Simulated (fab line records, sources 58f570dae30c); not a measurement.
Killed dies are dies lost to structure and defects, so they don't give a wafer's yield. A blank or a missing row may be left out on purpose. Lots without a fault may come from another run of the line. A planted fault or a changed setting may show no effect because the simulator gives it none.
Chamber matching | flow berkeley_cmos170 | UCB170_GATE_ETCH_15 on rie_si-02: 4 sister chambers
The step etches poly-Si in HBr/Cl2, stops on SiO2, time 56.3 s, target depth 278.2 nm. 4 wafers are shown with their chamber, then 7 later ones without.

WAFERS WITH THEIR CHAMBER
wafer  | chamber | throttle_valve_pct (%)
L314.5 | 3       | 26.51
L320.5 | 2       | 26.68
L325.2 | 0       | 26.38
L325.3 | 1       | 26.46

WAFERS WITHOUT THEIR CHAMBER
wafer  | throttle_valve_pct (%)
L325.4 | 26.48
L324.2 | 26.51
L324.3 | 26.45
L324.4 | 26.36
L330.1 | 26.37
L330.2 | 26.51
L330.5 | 26.52

WHICH CHAMBER EACH WENT THROUGH
wafer  | from the rows above     | in truth
L325.4 | can't be placed: 1 or 3 | 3
L324.2 | 3                       | 3
L324.3 | 1                       | 1
L324.4 | 0                       | 0
L330.1 | 0                       | 0
L330.2 | 3                       | 3
L330.5 | 3                       | 3
Placed correctly: 6 of 7. Can't be placed from these rows: 1 (the true chamber is among the candidates in 1). Placed wrongly: 0.
How it was worked out, from the rows above alone: a wafer's distance from a chamber is the root of the sum, over the readings, of the square of ((its reading less the chamber's mean) divided by the reading's scatter). The wafer belongs to the nearest chamber; if the next one is less than 2 further off, it can't be placed. A chamber's mean is the mean of its shown wafers. The scatter: with one shown wafer a chamber, the root of the mean of the squares of how far each hidden wafer lies from its nearest shown one.
